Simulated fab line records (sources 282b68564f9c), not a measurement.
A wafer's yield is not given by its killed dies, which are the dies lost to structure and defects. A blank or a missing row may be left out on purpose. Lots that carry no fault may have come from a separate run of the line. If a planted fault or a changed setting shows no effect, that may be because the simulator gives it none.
fab line records | flow ritCmos
[record] lots = 6 wafers = 18 lastDay = 7
route steps=202 shown PRETRO@72 GATE@75 FOX2@80 REOX@98 NLDD@103 SDANNEAL@155
lots with no fault: from the same line, run without faults
startH: the number of hours between the record's first day and the start of the first shown wafer of the lot | waitH: how many hours have passed since the lot's step before this one | " the same as in the row above | L1.1+2: several wafers, shown together as one row | - no value, or no start given | * or withheld: withheld | < > ~ a bound
route shown NAME@n: NAME is a module with steps in the file, n the number in the route of the first one | usual: mean/standard deviation taken from wafers without a fault | same: alike in all rows | chamber/n: place in a boat | sites: readings site by site | _std_site: standard deviation of those values | _edge_site: mean of outer sites minus mean of inner sites | radiusMm: how far each site lies from the wafer's centre | mask NAME#n: copy n | behind: tool/chamber where the wafer was last shaped | hold: reason for holding the lot/hours on hold/outcome of the hold | device: names the non-switching transistor (n, p or np) | end of line: tests run on the same wafers once the route is complete | a step with no rows: only its recipe | killed: count of dies lost to structure and defects at first sort (not the wafer's yield) | map: shows each die of a wafer: x if killed, . if not, _ if none is there
set.NAME: the setting as run; set.NAME@STEP: as run at that earlier step | model.NAME: the simulator's own value behind a step, which no gauge read
lots at some steps of the route; a table a step, a row a wafer
services: a tool's chamber out of use, with start hour (startH, from the record's first day; less than 0 if before it), hours out, and reason
[[steps]]
[step RIT_PRETRO_IMPLANT_08]
[recipe] species = B energyKev = 45 doseCm2 = 1.2e+13 tiltDeg = 7
[step RIT_PRETRO_STRIP_09]
[recipe] chemistry = O2 timeS = 180 resist = NOVOLAK platenTempC = withheld powerW = 500 pressureMtorr = 4000 o2FlowSccm = 4000
[usual] drypumpMotorCurrentA = 5.9/0.66
// columns lot.wafer tool chamber startH waitH drypumpMotorCurrentA rfHoursCounterH
L692.1 plasmaAsher-04 1 69.77 0.1 6.8 44
L692.3 " 1 " " 6.8 -
L692.4 " 0 " " 5.8 -
L694.4 plasmaAsher-02 0 80.69 0.1 5.6 -
L694.5 " 1 " " 5.4 -
L694.6 " 0 " " 5.6 -
L704.1 plasmaAsher-03 1 127.82 0.1 5.1 1
L704.3 " 1 " " 5.1 -
L704.5 " 0 " " 5.2 -
L705.3 plasmaAsher-04 1 131.11 0.1 6.9 -
L705.4 " 0 " " 5.8 -
L705.6 " 1 " " 6.9 -
L706.1 plasmaAsher-02 0 137.50 0.1 5.6 49
L706.3 " 1 " " 5.4 -
L706.5 " 0 " " 5.6 -
L707.1 plasmaAsher-04 0 143.19 0.1 5.8 52
L707.3 " 0 " " 5.8 -
L707.5 " 1 " " 6.9 -
[step RIT_PRETRO_TW_MEAS_10]
[usual] PRETRO_TW = 477/3.9
// columns lot.wafer tool chamber startH waitH PRETRO_TW
L692.1 filmMetro-02 - 69.94 0.1 472
L692.3 " - " " 471
L692.4 " - " " 471
L694.4 filmMetro-01 - 80.83 0.1 481
L694.5 " - " " 481
L694.6 " - " " 481
L704.1 filmMetro-02 - 127.99 0.1 473
L704.3 " - " " 475
L704.5 " - " " 472
L705.3 filmMetro-03 - 131.24 0.1 476
L705.4 " - " " 475
L705.6 " - " " 476
L706.1 filmMetro-01 - 137.67 0.1 482
L706.3 " - " " 481
L706.5 " - " " 481
L707.1 filmMetro-02 - 143.36 0.1 474
L707.3 " - " " 474
L707.5 " - " " 475
[step RIT_GATE_WET_ETCH_00]
[recipe] chemistry = BOE target = SiO2 targetDepthNm = 56 timeS = 60 dry = n2Spin dilution = 10:1 tempC = 21.5
[step RIT_GATE_CLEAN_01]
[recipe] chemistry = SC1 mix = 3:3:50 timeS = 600 tempC = 75
[step RIT_GATE_CLEAN_02]
[recipe] chemistry = dHF dilution = 50:1 timeS = 30
[step RIT_GATE_CLEAN_03]
[recipe] chemistry = SC2 mix = 3:3:50 timeS = 600 tempC = 75 dry = n2Spin
[step RIT_GATE_CLEAN_04]
[recipe] chemistry = dHF dilution = 50:1 timeS = 60 dry = n2Spin
[step RIT_FOX2_THK_MEAS_91]
[recipe] reads = SiO2_of_FOX2_OXIDATION_00
[usual] FIELD_OXIDE_LEFT_2_THK = 257/5.1
// columns lot.wafer tool chamber startH waitH FIELD_OXIDE_LEFT_2_THK[nm]
L692.1 filmMetro-01 - 70.42 0.0 251
L692.3 " - " " 249
L692.4 " - " " 258
L694.4 filmMetro-01 - 81.32 0.0 259
L694.5 " - " " 258
L694.6 " - " " 265
L704.1 filmMetro-04 - 128.53 0.0 253
L704.3 " - " " 257
L704.5 " - " " 257
L705.3 filmMetro-03 - 131.76 0.0 251
L705.4 " - " " 250
L705.6 " - " " 257
L706.1 filmMetro-04 - 138.24 0.0 258
L706.3 " - " " 255
L706.5 " - " " 264
L707.1 filmMetro-01 - 144.28 0.0 257
L707.3 " - " " 257
L707.5 " - " " 256
[step RIT_GATE_OXIDATION_05]
[recipe] tempC = 900 ambient = O2 targetThkA = 30 oxTimeS = 270
[step RIT_GATE_ANNEAL_06]
[recipe] tempC = 900 timeS = 600 ambient = N2O
[step RIT_GATE_THK_MEAS_07]
[recipe] reads = SiO2_of_GATE_OXIDATION_05
[usual] GATE_OXIDE_THK = 3.00/0.062
// columns lot.wafer tool chamber startH waitH GATE_OXIDE_THK[nm]
L692.1 filmMetro-01 - 72.31 0.0 2.87
L692.3 " - " " 2.87
L692.4 " - " " 2.87
L694.4 filmMetro-01 - 83.67 0.0 2.99
L694.5 " - " " 2.95
L694.6 " - " " 3.02
L704.1 filmMetro-01 - 129.91 0.0 3.00
L704.3 " - " " 2.98
L704.5 " - " " 3.01
L705.3 filmMetro-03 - 134.87 0.0 3.09
L705.4 " - " " 3.00
L705.6 " - " " 2.92
L706.1 filmMetro-04 - 139.88 0.0 3.05
L706.3 " - " " 2.99
L706.5 " - " " 3.03
L707.1 filmMetro-03 - 147.82 0.0 2.92
L707.3 " - " " 2.87
L707.5 " - " " 3.03
[step RIT_GATE_CVD_08]
[recipe] material = poly-Si targetThkNm = 250 tempC = 610 precursor = SiH4 timeS = 2220 pressureMtorr = 300 sih4FlowSccm = 100
[usual] sih4FlowSccm = 100.04/0.28 spikeTcLoadC = 631.6/2.1
// columns lot.wafer tool chamber startH waitH sih4FlowSccm spikeTcLoadC model.poly-Si_of_GATE_CVD_08.thkNm
L692.1 lpcvd-02 1 72.37 0.1 99.54 633.2 246.3
L692.3 " 1 " " 99.48 636.3 245.7
L692.4 " 1 " " 100.02 634.4 246
L694.4 lpcvd-02 1 85.96 2.3 100.28 634.5 246.9
L694.5 " 1 " " 100.06 635.7 248.3
L694.6 " 1 " " 99.58 637.2 247.8
L704.1 lpcvd-02 0 129.97 0.1 49.95 631.6 122.5
L704.3 " 0 " " 49.53 631.5 121.7
L704.5 " 0 " " 49.99 633.3 122.2
L705.3 lpcvd-02 0 134.91 0.0 50.39 630.9 121.1
L705.4 " 0 " " 49.93 630.9 122.9
L705.6 " 0 " " 50.13 629.9 122.1
L706.1 lpcvd-01 1 139.94 0.1 100.52 629.2 247.2
L706.3 " 1 " " 100.72 629.5 246.9
L706.5 " 1 " " 100.22 629.1 250.3
L707.1 lpcvd-01 1 147.88 0.1 100.56 629.1 254
L707.3 " 1 " " 100.14 631.0 251.8
L707.5 " 1 " " 100.15 629.7 252.9
[step RIT_GATE_THK_MEAS_09]
[recipe] reads = poly-Si_of_GATE_CVD_08
[usual] GATE_POLY_THK = 249.3/2.4
// columns lot.wafer tool chamber startH waitH GATE_POLY_THK[nm]
L692.1 filmMetro-01 - 73.99 0.0 246.2
L692.3 " - " " 245.8
L692.4 " - " " 245.9
L694.4 filmMetro-04 - 87.60 0.0 246.8
L694.5 " - " " 248.3
L694.6 " - " " 247.9
L704.1 filmMetro-01 - 131.59 0.0 122.5
L704.3 " - " " 121.7
L704.5 " - " " 122.1
L705.3 filmMetro-01 - 136.55 0.0 121.2
L705.4 " - " " 122.9
L705.6 " - " " 122.3
L706.1 filmMetro-01 - 141.56 0.0 247.1
L706.3 " - " " 247.2
L706.5 " - " " 250.6
L707.1 filmMetro-04 - 149.50 0.0 254.1
L707.3 " - " " 251.8
L707.5 " - " " 253.0
[step RIT_GATE_HMDS_10]
[recipe] primeTimeS = 60 primeTempC = 140
[step RIT_GATE_COAT_11]
[recipe] resist = NOVOLAK spinRpm = 4250 resistThkNm = 850
[step RIT_GATE_SOFTBAKE_12]
[recipe] resist = NOVOLAK tempC = 90 timeS = 60
[step RIT_GATE_EXPOSE_13]
[recipe] maskId = M6 na = 0.6 sourceShape = conventional sigmaOuter = 0.6 targetCdNm = 150 doseMj = 380
[step RIT_GATE_PEB_14]
[recipe] resist = NOVOLAK tempC = withheld timeS = withheld
[step RIT_GATE_DEVELOP_15]
[recipe] resist = NOVOLAK developTimeS = 50 devTempC = 21.83
[step RIT_GATE_CD_MEAS_16]
[recipe] targetCdNm = 150
[usual] cdNm = 150.0/2.1
// columns lot.wafer tool chamber startH waitH cdNm
L692.1 cdSem-02 - 74.99 - 148.3
L692.3 " - " " 151.5
L692.4 " - " " 150.2
L694.4 cdSem-02 - 88.81 - 151.7
L694.5 " - " " 150.8
L694.6 " - " " 152.0
L704.1 cdSem-02 - 132.50 - 149.4
L704.3 " - " " 147.3
L704.5 " - " " 148.4
L705.3 cdSem-02 - 137.50 - 149.7
L705.4 " - " " 148.8
L705.6 " - " " 149.5
L706.1 cdSem-01 - 142.47 - 154.0
L706.3 " - " " 150.5
L706.5 " - " " 151.9
L707.1 cdSem-01 - 150.64 - 146.1
L707.3 " - " " 147.1
L707.5 " - " " 148.1
[step RIT_GATE_OVL_MEAS_17]
[usual] GATE_OVL = -0.9/1.4
// columns lot.wafer tool chamber startH waitH GATE_OVL[nm]
L692.1 overlay-02 - 75.11 0.1 -1.2
L692.3 " - " " -0.3
L692.4 " - " " -1.5
L694.4 overlay-02 - 88.89 0.1 -1.4
L694.5 " - " " -0.6
L694.6 " - " " -0.5
L704.1 overlay-01 - 132.62 0.1 -1.0
L704.3 " - " " -0.7
L704.5 " - " " -0.4
L705.3 overlay-01 - 137.59 0.1 -0.2
L705.4 " - " " -2.1
L705.6 " - " " -0.8
L706.1 overlay-02 - 142.59 0.1 -3.1
L706.3 " - " " -2.4
L706.5 " - " " -1.7
L707.1 overlay-01 - 150.76 0.1 -1.5
L707.3 " - " " 0.4
L707.5 " - " " -1.2
[step RIT_GATE_HARDBAKE_18]
[recipe] resist = NOVOLAK tempC = 140 timeS = 60
[step RIT_GATE_ETCH_19]
[recipe] chemistry = SF6/CHF3/O2 timeS = 172.7 SF6_flow_sccm = 30 CHF3_flow_sccm = 30 O2_flow_sccm = 5 target = poly-Si pressureMtorr = 40 rfW = 160 targetDepthA = 3125 overEtchFrac = 0.25 stopOn = SiO2
[usual] CHF3_flow_sccm = 30.02/0.093 SF6_flow_sccm = 30.00/0.1 drypumpMotorCurrentA = 5.8/0.62 oesProductAu = 0.845/0.011 throttleValvePct = 10.22/0.12
// columns lot.wafer tool chamber startH waitH CHF3_flow_sccm SF6_flow_sccm drypumpMotorCurrentA oesProductAu rfHoursCounterH throttleValvePct model.etch.depthNm model.GATE.featureDepthNm
L692.1 rieSi-01 1 75.29 0.1 30.04 29.92 6.8 0.844 65 10.21 246.3 246.3
L692.3 " 0 " " 29.85 29.98 5.1 0.838 146 10.21 245.7 245.7
L692.4 " 2 " " 29.91 30.11 5.0 0.837 126 10.24 246 246
L694.4 rieSi-01 0 89.06 0.1 30.05 29.98 5.1 0.836 146 10.22 246.9 246.9
L694.5 " 3 " " 30.02 30.10 5.6 0.840 - 10.21 248.3 248.3
L694.6 " 0 " " 30.09 30.03 5.1 0.845 - 10.20 247.8 247.8
L704.1 rieSi-01 3 132.80 0.1 30.07 30.02 5.7 0.549 143 10.20 122.5 122.5
L704.3 " 1 " " 30.12 29.96 6.8 0.545 66 10.18 121.7 121.7
L704.5 " 2 " " 29.91 29.91 5.0 0.539 - 10.23 122.2 122.2
L705.3 rieSi-02 3 137.77 0.1 30.22 29.92 6.3 0.558 2 10.20 121.1 121.1
L705.4 " 1 " " 30.07 30.01 5.2 0.538 - 10.04 122.9 122.9
L705.6 " 3 " " 30.05 29.94 6.3 0.544 - 10.21 122.1 122.1
L706.1 rieSi-01 0 142.94 0.1 30.13 30.06 5.1 0.844 0 10.19 247.2 247.2
L706.3 " 1 " " 30.05 29.86 6.8 0.842 66 10.21 246.9 246.9
L706.5 " 2 " " 30.04 30.02 5.0 0.850 - 10.23 250.3 250.3
L707.1 rieSi-02 3 150.95 0.1 29.98 30.05 6.3 0.870 2 10.20 254 254
L707.3 " 2 " " 30.04 29.91 6.0 0.842 70 10.22 251.8 251.8
L707.5 " 3 " " 30.16 30.08 6.3 0.869 - 10.20 252.9 252.9
[step RIT_GATE_STRIP_20]
[recipe] chemistry = O2 timeS = 180 resist = NOVOLAK platenTempC = withheld powerW = 500 pressureMtorr = 4000 o2FlowSccm = 4000
[usual] drypumpMotorCurrentA = 5.8/0.56
// columns lot.wafer tool chamber startH waitH drypumpMotorCurrentA rfHoursCounterH
L692.1 plasmaAsher-04 0 75.40 0.1 5.8 45
L692.3 " 1 " " 6.9 -
L692.4 " 0 " " 5.8 -
L694.4 plasmaAsher-01 1 89.23 0.1 5.1 -
L694.5 " 0 " " 5.8 -
L694.6 " 1 " " 5.1 -
L704.1 plasmaAsher-04 0 132.91 0.1 5.8 51
L704.3 " 1 " " 6.9 -
L704.5 " 1 " " 6.8 -
L705.3 plasmaAsher-01 1 137.93 0.1 5.1 -
L705.4 " 0 " " 5.8 -
L705.6 " 1 " " 5.1 -
L706.1 plasmaAsher-02 0 143.05 0.1 5.6 49
L706.3 " 1 " " 5.4 -
L706.5 " 0 " " 5.6 -
L707.1 plasmaAsher-04 1 151.06 0.1 6.9 53
L707.3 " 1 " " 6.9 -
L707.5 " 0 " " 5.8 -
[step RIT_GATE_CD_MEAS_90]
[recipe] targetCdNm = 150
[usual] cdNm = 149.9/2.1
// columns lot.wafer tool chamber startH waitH cdNm
L692.1 cdSem-01 - 75.58 0.1 148.1
L692.3 " - " " 151.2
L692.4 " - " " 150.2
L694.4 cdSem-02 - 89.40 0.1 151.2
L694.5 " - " " 150.6
L694.6 " - " " 151.2
L704.1 cdSem-01 - 133.09 0.1 149.1
L704.3 " - " " 147.6
L704.5 " - " " 147.8
L705.3 cdSem-01 - 138.09 0.1 149.5
L705.4 " - " " 149.1
L705.6 " - " " 149.3
L706.1 cdSem-02 - 143.22 0.1 153.9
L706.3 " - " " 150.0
L706.5 " - " " 151.6
L707.1 cdSem-02 - 151.23 0.1 146.6
L707.3 " - " " 147.8
L707.5 " - " " 147.6
[step RIT_REOX_CLEAN_00]
[recipe] chemistry = SC1 mix = 3:3:50 timeS = 600 tempC = 75
[step RIT_REOX_CLEAN_01]
[recipe] chemistry = dHF dilution = 50:1 timeS = 30
[step RIT_REOX_CLEAN_02]
[recipe] chemistry = SC2 mix = 3:3:50 timeS = 600 tempC = 75 dry = n2Spin
[step RIT_REOX_OXIDATION_03]
[recipe] tempC = 900 ambient = O2 targetThkA = 252 oxTimeS = 5580
[step RIT_REOX_THK_MEAS_04]
[recipe] reads = SiO2_of_REOX_OXIDATION_03
[usual] REOX_OXIDE_THK = 25.1/0.43
// columns lot.wafer tool chamber startH waitH REOX_OXIDE_THK[nm]
L692.1 filmMetro-01 - 79.95 0.0 25.0
L692.3 " - " " 25.6
L692.4 " - " " 25.2
L694.4 filmMetro-01 - 93.39 0.0 24.6
L694.5 " - " " 24.9
L694.6 " - " " 25.2
L704.1 filmMetro-04 - 136.82 0.0 23.7
L704.3 " - " " 23.9
L704.5 " - " " 23.8
L705.3 filmMetro-01 - 141.95 0.0 25.4
L705.4 " - " " 25.3
L705.6 " - " " 25.6
L706.1 filmMetro-02 - 146.26 0.0 25.1
L706.3 " - " " 24.8
L706.5 " - " " 24.6
L707.1 filmMetro-02 - 154.60 0.0 25.8
L707.3 " - " " 25.3
L707.5 " - " " 25.5
[step RIT_NLDD_HMDS_00]
[recipe] primeTimeS = 60 primeTempC = 140
[step RIT_NLDD_COAT_01]
[recipe] resist = NOVOLAK spinRpm = 3250 resistThkNm = 1000
[step RIT_NLDD_SOFTBAKE_02]
[recipe] resist = NOVOLAK tempC = 90 timeS = 60
[step RIT_NLDD_EXPOSE_03]
[recipe] maskId = M7 na = 0.57 targetCdNm = 40700 doseMj = 250
[step RIT_NLDD_PEB_04]
[recipe] resist = NOVOLAK tempC = withheld timeS = withheld
[step RIT_NLDD_DEVELOP_05]
[recipe] resist = NOVOLAK developTimeS = 52.44 devTempC = 23
[step RIT_NLDD_OVL_MEAS_06]
[usual] NLDD_OVL = 0.1/1.3
// columns lot.wafer tool chamber startH waitH NLDD_OVL[nm]
L692.1 overlay-01 - 81.02 - 0.0
L692.3 " - " " -0.9
L692.4 " - " " -0.2
L694.4 overlay-01 - 94.32 - 0.3
L694.5 " - " " 0.0
L694.6 " - " " -0.9
L704.1 overlay-02 - 137.78 - 1.1
L704.3 " - " " -0.7
L704.5 " - " " -2.1
L705.3 overlay-01 - 143.05 - 1.7
L705.4 " - " " 0.8
L705.6 " - " " 0.0
L706.1 overlay-01 - 147.29 - 1.5
L706.3 " - " " -0.4
L706.5 " - " " 0.5
L707.1 overlay-02 - 155.51 - 1.9
L707.3 " - " " 1.0
L707.5 " - " " 0.3
[step RIT_NLDD_HARDBAKE_07]
[recipe] resist = NOVOLAK tempC = 140 timeS = 60
[step RIT_NLDD_IMPLANT_08]
[recipe] species = P energyKev = 20 doseCm2 = 5e+14 tiltDeg = 7
[step RIT_NLDD_STRIP_09]
[recipe] chemistry = O2 timeS = 180 resist = NOVOLAK platenTempC = withheld powerW = 500 pressureMtorr = 4000 o2FlowSccm = 4000
[usual] drypumpMotorCurrentA = 5.39/0.27
// columns lot.wafer tool chamber startH waitH drypumpMotorCurrentA rfHoursCounterH
L692.1 plasmaAsher-03 0 81.36 0.1 5.15 44
L692.3 " 0 " " 5.15 -
L692.4 " 1 " " 5.14 -
L694.4 plasmaAsher-01 1 94.69 0.1 5.08 -
L694.5 " 0 " " 5.83 -
L694.6 " 1 " " 5.08 -
L704.1 plasmaAsher-03 0 138.12 0.1 5.12 2
L704.3 " 1 " " 5.11 -
L704.5 " 0 " " 5.14 -
L705.3 plasmaAsher-02 1 143.43 0.1 5.42 -
L705.4 " 0 " " 5.58 -
L705.6 " 1 " " 5.40 -
L706.1 plasmaAsher-03 0 147.63 0.1 5.16 3
L706.3 " 0 " " 5.14 -
L706.5 " 0 " " 5.14 -
L707.1 plasmaAsher-03 0 155.85 0.1 5.14 4
L707.3 " 1 " " 5.15 -
L707.5 " 0 " " 5.15 -
[step RIT_NLDD_TW_MEAS_10]
[usual] NLDD_TW = 2489/22
// columns lot.wafer tool chamber startH waitH NLDD_TW
L692.1 filmMetro-02 - 81.53 0.1 2447
L692.3 " - " " 2456
L692.4 " - " " 2477
L694.4 filmMetro-02 - 94.84 0.1 2466
L694.5 " - " " 2474
L694.6 " - " " 2475
L704.1 filmMetro-03 - 138.30 0.1 2506
L704.3 " - " " 2500
L704.5 " - " " 2489
L705.3 filmMetro-02 - 143.57 0.1 2461
L705.4 " - " " 2484
L705.6 " - " " 2487
L706.1 filmMetro-04 - 147.81 0.1 2536
L706.3 " - " " 2506
L706.5 " - " " 2522
L707.1 filmMetro-02 - 156.02 0.1 2472
L707.3 " - " " 2491
L707.5 " - " " 2489
[step RIT_SDANNEAL_CLEAN_02]
[recipe] chemistry = SC2 mix = 3:3:50 timeS = 600 tempC = 75 dry = n2Spin
[usual] bathHeatDutyPct = 14.9/1.6
// columns lot.wafer tool chamber startH waitH bathHeatDutyPct model.poly-Si_of_GATE_CVD_08.thkNm
L692.1 wetBench-04 3 89.34 0.0 15.2 158.2
L692.3 " 3 " " 15.5 158.4
L692.4 " 3 " " 15.5 158.3
L694.4 wetBench-01 1 102.23 0.0 12.4 159.7
L694.5 " 1 " " 13.0 163.9
L694.6 " 1 " " 13.7 160.3
L704.1 wetBench-01 1 146.12 0.0 14.0 35.41
L704.3 " 1 " " 13.5 33.23
L704.5 " 1 " " 11.4 35.26
L705.3 wetBench-04 0 150.96 0.0 10.3 35.15
L705.4 " 0 " " 12.0 34.89
L705.6 " 0 " " 12.5 34.27
L706.1 wetBench-02 2 155.16 0.0 16.2 158.8
L706.3 " 2 " " 15.6 162.3
L706.5 " 2 " " 15.0 161.9
L707.1 wetBench-04 0 163.96 0.0 12.6 167.5
L707.3 " 0 " " 12.4 164.5
L707.5 " 0 " " 13.3 165
[[services]]
// columns tool chamber startH hours kind
rieSi-01 - 68.70 0.4 repair
lpcvd-01 - 71.93 17.2 pm
rieSi-02 1 93.27 1.1 repair
plasmaAsher-03 - 108.75 9.0 pm
plasmaAsher-03 0 108.75 9.0 ventCycle
plasmaAsher-03 1 108.75 9.0 ventCycle
plasmaAsher-02 - 109.58 2.8 pm
plasmaAsher-03 0 117.75 - clean
plasmaAsher-03 1 117.75 - clean
lpcvd-02 - 121.59 6.0 pm
rieSi-01 0 125.75 - clean
rieSi-01 0 125.75 14.6 scheduledDown
rieSi-01 0 125.75 14.6 ventCycle
rieSi-02 0 130.83 4.8 repair
rieSi-02 0 136.24 5.9 repair
rieSi-01 3 145.45 - clean
rieSi-01 3 145.45 21.2 scheduledDown
rieSi-01 3 145.45 21.2 ventCycle
[[key]]
[firstSign] step = RIT_GATE_CVD_08 reading = sih4FlowSccm direction = down sigmas = 99+ usual = 100.04 struck = 49.99
[effect] step = RIT_GATE_THK_MEAS_09 reading = GATE_POLY_THK direction = down sigmas = 53 usual = 249.3 struck = 122.1
[effect] step = RIT_GATE_ETCH_19 reading = oesProductAu direction = down sigmas = 28 usual = 0.845 struck = 0.546
[modelEffect] step = RIT_GATE_CVD_08 value = poly-Si_of_GATE_CVD_08.thkNm without = 247.1 struck = 122.1
[modelEffect] step = RIT_GATE_ETCH_19 value = etch.depthNm without = 247.1 struck = 122.1
[modelEffect] step = RIT_SDANNEAL_CLEAN_02 value = poly-Si_of_GATE_CVD_08.thkNm without = 159.7 struck = 34.7
metAt RIT_GATE_CVD_08
struckWafers L704.1,L704.3,L704.5,L705.3,L705.4,L705.6
sortLeftOut L704.1,L704.3,L704.5,L705.3,L705.4,L705.6
testerLeftOut L704,L705
onsetBetween 85.96 129.97
[fault] kind = processParameterDrift tool = lpcvd-02 chamber = - onsetH = 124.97 steps = RIT_GATE_CVD_08 channel = sih4FlowSccm offset = -50 shape = step endH = 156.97 stated = 100
// testerLeftOut: of these lots the tester's yield and bins aren't shown, on N5 and GAA mostly nor the transistor test; their killed dies are dies lost to structure and defects alone, not to doping, threshold or leakage, so they don't give the yield
// sortLeftOut: the simulated sort isn't trusted on such a fault, so these wafers' sort isn't shown, and their yield isn't known
